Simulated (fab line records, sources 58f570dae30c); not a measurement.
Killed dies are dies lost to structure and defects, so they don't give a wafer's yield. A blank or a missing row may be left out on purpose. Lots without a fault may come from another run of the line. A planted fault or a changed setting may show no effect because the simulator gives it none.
fab line records | flow berkeley_cmos170
record lots=14 wafers=42 last_day=12
route steps=331 shown PLDD@152 NLDD@166 PSD@185
lots that met no fault: from a run of the same line without faults
start_h: hours from the record's first day to the start of the lot's first wafer shown | wait_h: hours since the lot's step before | " the same as in the row above | L1.1+2: a row that stands for several wafers | - no value, or no start given | * or withheld: withheld | < > ~ a bound
route shown NAME@n: a module of which the file shows steps, and the number in the route of the first | usual: mean/standard deviation of fault-free wafers | same: alike in all rows | chamber/n: place in a boat | sites: the reading at each site | _std_site: their standard deviation | _edge_site: outer sites' mean less inner sites' | radius_mm: how far each site lies from the wafer's centre | mask NAME#n: copy n | behind: the tool/chamber that last shaped the wafer | hold: why the lot was held/for how many hours/how that ended | device: the transistor (n, p or np) that didn't switch | end of line: the same wafers' tests at the end of the route | a step without rows: its recipe alone | killed: dies lost to structure and defects at the first sort, not the wafer's yield | map: a wafer's dies, x killed, . not, _ none there
set.NAME: the setting as run; set.NAME@STEP: as run at that earlier step | model.NAME: the simulator's own value behind a step, which no gauge read
steps of the route over a sample of lots; a table a step, a row a wafer
services: from which hour (start_h, from the record's first day; less than 0 if before it) a tool's chamber was out of use, for how many hours, and why
## steps
# step UCB170_PLDD_OVL_MEAS_07
# usual PLDD_OVL=-1/4.4
# columns lot.wafer tool chamber start_h wait_h PLDD_OVL[nm]
L279.1 overlay-02 - 136.70 0.1 -4
L279.2 " - " " -3
L279.5 " - " " -7
L281.2 overlay-01 - 146.67 0.1 2
L281.3 " - " " -3
L281.6 " - " " 7
L282.1 overlay-02 - 146.94 0.1 2
L282.4 " - " " -9
L282.5 " - " " -1
L288.2 overlay-02 - 176.92 0.1 -1
L288.4 " - " " 8
L288.5 " - " " 4
L285.4 overlay-01 - 177.26 0.1 3
L285.5 " - " " 9
L285.6 " - " " 7
L291.2 overlay-02 - 193.99 0.1 2
L291.3 " - " " 1
L291.4 " - " " 5
L292.1 overlay-01 - 194.48 0.1 1
L292.4 " - " " -4
L292.6 " - " " 0
L294.1 overlay-02 - 209.62 0.1 5
L294.3 " - " " 5
L294.4 " - " " 5
L296.3 overlay-01 - 220.25 0.1 0
L296.5 " - " " -3
L296.6 " - " " -1
L295.3 overlay-01 - 220.60 0.1 -5
L295.4 " - " " -6
L295.5 " - " " -7
L293.2 overlay-01 - 220.79 0.1 -11
L293.4 " - " " -7
L293.6 " - " " -12
L301.3 overlay-02 - 231.58 0.1 -2
L301.5 " - " " -2
L301.6 " - " " -8
L299.1 overlay-02 - 232.58 0.1 -5
L299.2 " - " " 5
L299.6 " - " " -6
L298.2 overlay-01 - 232.86 0.1 4
L298.4 " - " " 2
L298.6 " - " " 1
# step UCB170_PLDD_STRIP_10
# recipe chemistry=O2 power_w=400 pressure_mtorr=3500 platen_temp_c=withheld o2_flow_sccm=400 overash_fraction=0.5
# usual drypump_motor_current_A=5.4/0.54 o2_flow_sccm=400.3/1.4 oes_product_au=0.734/0.0049 strip_time_to_endpoint_s=21.62/0.062
# columns lot.wafer tool chamber start_h wait_h drypump_motor_current_A o2_flow_sccm oes_product_au rf_hours_counter_h strip_time_to_endpoint_s
L279.1 plasma_asher-03 0 137.03 0.1 5.2 401.5 0.738 45 21.64
L279.2 " 1 " " 5.1 402.3 0.739 45 21.60
L279.5 " 1 " " 5.2 398.7 0.735 - 21.60
L281.2 plasma_asher-03 0 147.00 0.1 5.2 399.9 0.725 45 21.57
L281.3 " 0 " " 5.2 400.2 0.729 - 21.54
L281.6 " 0 " " 5.2 401.0 0.739 - 21.53
L282.1 plasma_asher-02 1 147.27 0.1 4.9 402.4 0.728 44 21.65
L282.4 " 0 " " 5.1 399.0 0.725 - 21.62
L282.5 " 0 " " 5.1 398.7 0.728 - 21.70
L288.2 plasma_asher-03 0 177.25 0.1 5.2 399.5 0.736 49 21.64
L288.4 " 0 " " 5.2 401.4 0.735 - 21.62
L288.5 " 0 " " 5.2 401.8 0.730 - 21.66
L285.4 plasma_asher-02 1 177.61 0.1 4.9 401.5 0.739 - 21.70
L285.5 " 0 " " 5.2 400.6 0.733 - 21.60
L285.6 " 1 " " 4.9 400.1 0.735 - 21.66
L291.2 plasma_asher-02 1 194.32 0.1 4.9 400.4 0.731 49 21.59
L291.3 " 1 " " 4.9 400.0 0.737 - 21.57
L291.4 " 0 " " 5.2 398.7 0.738 - 21.60
L292.1 plasma_asher-04 0 194.82 0.1 6.2 398.2 0.737 35 21.60
L292.4 " 1 " " 6.4 400.7 0.740 - 21.57
L292.6 " 1 " " 6.3 402.4 0.735 - 21.61
L294.1 plasma_asher-02 0 209.95 0.1 5.1 398.8 0.726 51 21.71
L294.3 " 0 " " 5.1 398.3 0.734 - 21.70
L294.4 " 1 " " 4.9 399.5 0.730 - 21.73
L296.3 plasma_asher-02 1 220.60 0.1 4.9 399.1 0.737 - 21.62
L296.5 " 1 " " 4.9 401.7 0.731 - 21.65
L296.6 " 0 " " 5.1 399.2 0.738 - 21.56
L295.3 plasma_asher-02 1 221.05 0.1 4.9 398.1 0.734 - 21.66
L295.4 " 0 " " 5.2 401.6 0.738 - 21.65
L295.5 " 1 " " 4.9 400.2 0.740 - 21.55
L293.2 plasma_asher-03 0 221.17 0.1 5.2 402.2 0.729 54 21.54
L293.4 " 0 " " 5.2 399.5 0.742 - 21.50
L293.6 " 1 " " 5.2 400.1 0.735 - 21.47
L301.3 plasma_asher-03 1 231.94 0.1 5.2 400.0 0.741 - 21.65
L301.5 " 1 " " 5.2 399.3 0.743 - 21.70
L301.6 " 0 " " 5.3 400.3 0.728 - 21.62
L299.1 plasma_asher-02 1 232.92 0.1 4.9 399.4 0.740 53 21.58
L299.2 " 0 " " 5.1 399.6 0.736 53 21.64
L299.6 " 0 " " 5.1 400.6 0.735 - 21.61
L298.2 plasma_asher-04 1 233.19 0.1 6.3 402.5 0.735 39 21.65
L298.4 " 1 " " 6.3 402.4 0.730 - 21.59
L298.6 " 0 " " 6.2 399.3 0.736 - 21.62
# step UCB170_NLDD_IMPLANT_08
# recipe species=As dose_cm2=5e+13 energy_kev=30 tilt_deg=7 rotation_deg=0
# usual rotation_deg=0.004/0.019 tilt_deg=7.002/0.017
# columns lot.wafer tool chamber start_h wait_h rotation_deg tilt_deg
L279.1 implanter-01 0 139.32 0.0 -0.016 6.988
L279.2 " 0 " " 0.013 7.018
L279.5 " 0 " " 0.010 7.034
L281.2 implanter-01 0 148.58 0.0 -0.012 7.006
L281.3 " 0 " " -0.011 7.011
L281.6 " 0 " " -0.017 7.008
L282.1 implanter-01 0 149.60 0.0 0.020 6.984
L282.4 " 0 " " 0.022 6.979
L282.5 " 0 " " 0.005 7.000
L288.2 implanter-03 0 179.42 0.0 0.042 7.045
L288.4 " 0 " " 0.026 6.993
L288.5 " 0 " " 0.005 6.999
L285.4 implanter-02 0 180.20 0.1 -0.010 6.994
L285.5 " 0 " " 0.009 6.998
L285.6 " 0 " " 0.021 7.000
L291.2 implanter-03 0 195.85 0.0 -0.033 6.986
L291.3 " 0 " " -0.018 6.991
L291.4 " 0 " " 0.020 7.010
L292.1 implanter-02 0 196.29 0.0 0.012 7.012
L292.4 " 0 " " 0.010 7.008
L292.6 " 0 " " 0.008 7.002
L294.1 implanter-01 0 211.62 0.0 -0.001 -0.032
L294.3 " 0 " " -0.013 0.017
L294.4 " 0 " " -0.022 -0.002
L296.3 implanter-03 0 222.29 0.1 0.021 7.011
L296.5 " 0 " " 0.013 7.026
L296.6 " 0 " " 0.026 6.997
L295.3 implanter-01 0 222.52 0.1 0.035 0.002
L295.4 " 0 " " -0.008 0.041
L295.5 " 0 " " -0.021 0.010
L293.2 implanter-02 0 222.79 0.0 -0.003 6.978
L293.4 " 0 " " 0.001 7.010
L293.6 " 0 " " -0.011 6.984
L301.3 implanter-03 0 236.76 0.1 0.027 7.014
L301.5 " 0 " " -0.018 7.033
L301.6 " 0 " " -0.001 7.020
L299.1 implanter-02 0 237.41 0.0 0.012 7.014
L299.2 " 0 " " -0.001 7.019
L299.6 " 0 " " 0.017 6.997
L298.2 implanter-03 0 237.55 0.0 0.023 6.981
L298.4 " 0 " " 0.000 6.984
L298.6 " 0 " " 0.023 6.994
# step UCB170_NLDD_TW_MEAS_11
# usual NLDD_TW=2230/18
# columns lot.wafer tool chamber start_h wait_h NLDD_TW
L279.1 film_metro-03 - 139.72 0.1 2248
L279.2 " - " " 2231
L279.5 " - " " 2233
L281.2 film_metro-02 - 148.97 0.1 2208
L281.3 " - " " 2215
L281.6 " - " " 2220
L282.1 film_metro-01 - 150.01 0.1 2249
L282.4 " - " " 2226
L282.5 " - " " 2227
L288.2 film_metro-01 - 179.81 0.1 2237
L288.4 " - " " 2244
L288.5 " - " " 2246
L285.4 film_metro-01 - 180.55 0.1 2254
L285.5 " - " " 2235
L285.6 " - " " 2240
L291.2 film_metro-03 - 196.24 0.1 2231
L291.3 " - " " 2229
L291.4 " - " " 2225
L292.1 film_metro-03 - 196.69 0.1 2222
L292.4 " - " " 2225
L292.6 " - " " 2244
L294.1 film_metro-03 - 212.02 0.1 2138
L294.3 " - " " 2136
L294.4 " - " " 2133
L296.3 film_metro-01 - 222.66 0.1 2248
L296.5 " - " " 2268
L296.6 " - " " 2249
L295.3 film_metro-02 - 222.89 0.1 2114
L295.4 " - " " 2117
L295.5 " - " " 2122
L293.2 film_metro-01 - 223.17 0.1 2258
L293.4 " - " " 2260
L293.6 " - " " 2253
L301.3 film_metro-03 - 237.13 0.1 2236
L301.5 " - " " 2233
L301.6 " - " " 2231
L299.1 film_metro-03 - 237.81 0.1 2225
L299.2 " - " " 2223
L299.6 " - " " 2231
L298.2 film_metro-02 - 237.94 0.1 2203
L298.4 " - " " 2201
L298.6 " - " " 2215
# step UCB170_PSD_TW_MEAS_10
# usual PSD_TW=2358/20
# columns lot.wafer tool chamber start_h wait_h PSD_TW
L279.1 film_metro-02 - 145.63 0.1 2328
L279.2 " - " " 2341
L279.5 " - " " 2336
L282.1 film_metro-02 - 155.53 0.1 2340
L282.4 " - " " 2354
L282.5 " - " " 2339
L281.2 film_metro-01 - 155.54 0.1 2360
L281.3 " - " " 2342
L281.6 " - " " 2357
L285.4 film_metro-03 - 185.84 0.1 2349
L285.5 " - " " 2352
L285.6 " - " " 2344
L288.2 film_metro-03 - 185.94 0.1 2341
L288.4 " - " " 2354
L288.5 " - " " 2361
L291.2 film_metro-03 - 203.58 0.1 2359
L291.3 " - " " 2357
L291.4 " - " " 2369
L292.1 film_metro-01 - 204.05 0.1 2395
L292.4 " - " " 2387
L292.6 " - " " 2388
L294.1 film_metro-01 - 218.22 0.1 2374
L294.3 " - " " 2381
L294.4 " - " " 2387
L296.3 film_metro-01 - 229.54 0.1 2384
L296.5 " - " " 2375
L296.6 " - " " 2385
L295.3 film_metro-02 - 229.81 0.1 2343
L295.4 " - " " 2322
L295.5 " - " " 2334
L293.2 film_metro-02 - 230.20 0.1 2330
L293.4 " - " " 2336
L293.6 " - " " 2331
L301.3 film_metro-02 - 242.32 0.1 2360
L301.5 " - " " 2344
L301.6 " - " " 2350
L299.1 film_metro-03 - 242.57 0.1 2355
L299.2 " - " " 2355
L299.6 " - " " 2368
L298.2 film_metro-02 - 242.98 0.1 2358
L298.4 " - " " 2348
L298.6 " - " " 2353
# step UCB170_SDANNEAL_RS_MEAS_05
# recipe thk_meas_gauge=four-point-probe
# usual NLDD_RS=616.6/1.4
# columns lot.wafer tool chamber start_h wait_h NLDD_RS[ohm/sq]
L279.1 film_metro-03 - 150.12 0.1 615.9
L279.2 " - " " 615.8
L279.5 " - " " 617.1
L281.2 film_metro-01 - 160.23 0.1 615.3
L281.3 " - " " 615.6
L281.6 " - " " 615.4
L282.1 film_metro-03 - 160.35 0.1 617.7
L282.4 " - " " 618.1
L282.5 " - " " 617.0
L285.4 film_metro-03 - 189.21 0.1 615.3
L285.5 " - " " 615.8
L285.6 " - " " 616.7
L288.2 film_metro-01 - 189.60 0.1 617.3
L288.4 " - " " 616.3
L288.5 " - " " 615.8
L291.2 film_metro-02 - 208.05 0.1 614.8
L291.3 " - " " 616.4
L291.4 " - " " 616.4
L292.1 film_metro-03 - 208.47 0.1 615.7
L292.4 " - " " 613.9
L292.6 " - " " 616.8
L294.1 film_metro-02 - 222.35 0.1 536.3
L294.3 " - " " 536.2
L294.4 " - " " 536.5
L296.3 film_metro-03 - 233.67 0.1 616.9
L296.5 " - " " 615.3
L296.6 " - " " 615.5
L295.3 film_metro-02 - 234.05 0.1 537.0
L295.4 " - " " 537.6
L295.5 " - " " 537.8
L293.2 film_metro-03 - 238.63 0.1 615.4
L293.4 " - " " 615.4
L293.6 " - " " 615.4
L299.1 film_metro-03 - 245.95 0.1 617.9
L299.2 " - " " 617.8
L299.6 " - " " 618.0
L301.3 film_metro-01 - 246.08 0.1 616.4
L301.5 " - " " 615.8
L301.6 " - " " 616.9
L298.2 film_metro-01 - 246.54 0.1 615.7
L298.4 " - " " 615.0
L298.6 " - " " 614.8
## services
# columns tool chamber start_h hours kind
implanter-02 - 128.33 3.9 repair
implanter-03 - 152.44 2.9 repair
plasma_asher-04 - 153.10 4.3 pm
implanter-03 - 167.13 10.2 repair
implanter-02 - 175.45 2.7 pm
implanter-03 - 180.34 6.1 repair
implanter-01 - 195.47 3.3 pm
implanter-03 - 217.77 0.6 repair
## key
first_sign step=UCB170_NLDD_IMPLANT_08 reading=tilt_deg direction=down sigmas=99+ usual=7.002 struck=0.006
effect step=UCB170_NLDD_TW_MEAS_11 reading=NLDD_TW direction=down sigmas=5.6 usual=2230 struck=2127
effect step=UCB170_SDANNEAL_RS_MEAS_05 reading=NLDD_RS direction=down sigmas=58 usual=616.6 struck=536.9
met_at UCB170_NLDD_IMPLANT_08
struck_lots L294,L295
tester_left_out L294,L295
not_acting_at UCB170_PLDD_OVL_MEAS_07,UCB170_PLDD_STRIP_10,UCB170_PSD_TW_MEAS_10
onset_between 149.60 211.62
fault kind=process_parameter_drift tool=implanter-01 chamber=- onset_h=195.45 steps=UCB170_NLDD_IMPLANT_08 channel=tilt_deg offset=-7 shape=step end_h=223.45 acts_in=these_recipes_only stated=7
# tester_left_out: of these lots the tester's yield and bins aren't shown, on N5 and GAA mostly nor the transistor test; their killed dies are dies lost to structure and defects alone, not to doping, threshold or leakage, so they don't give the yield
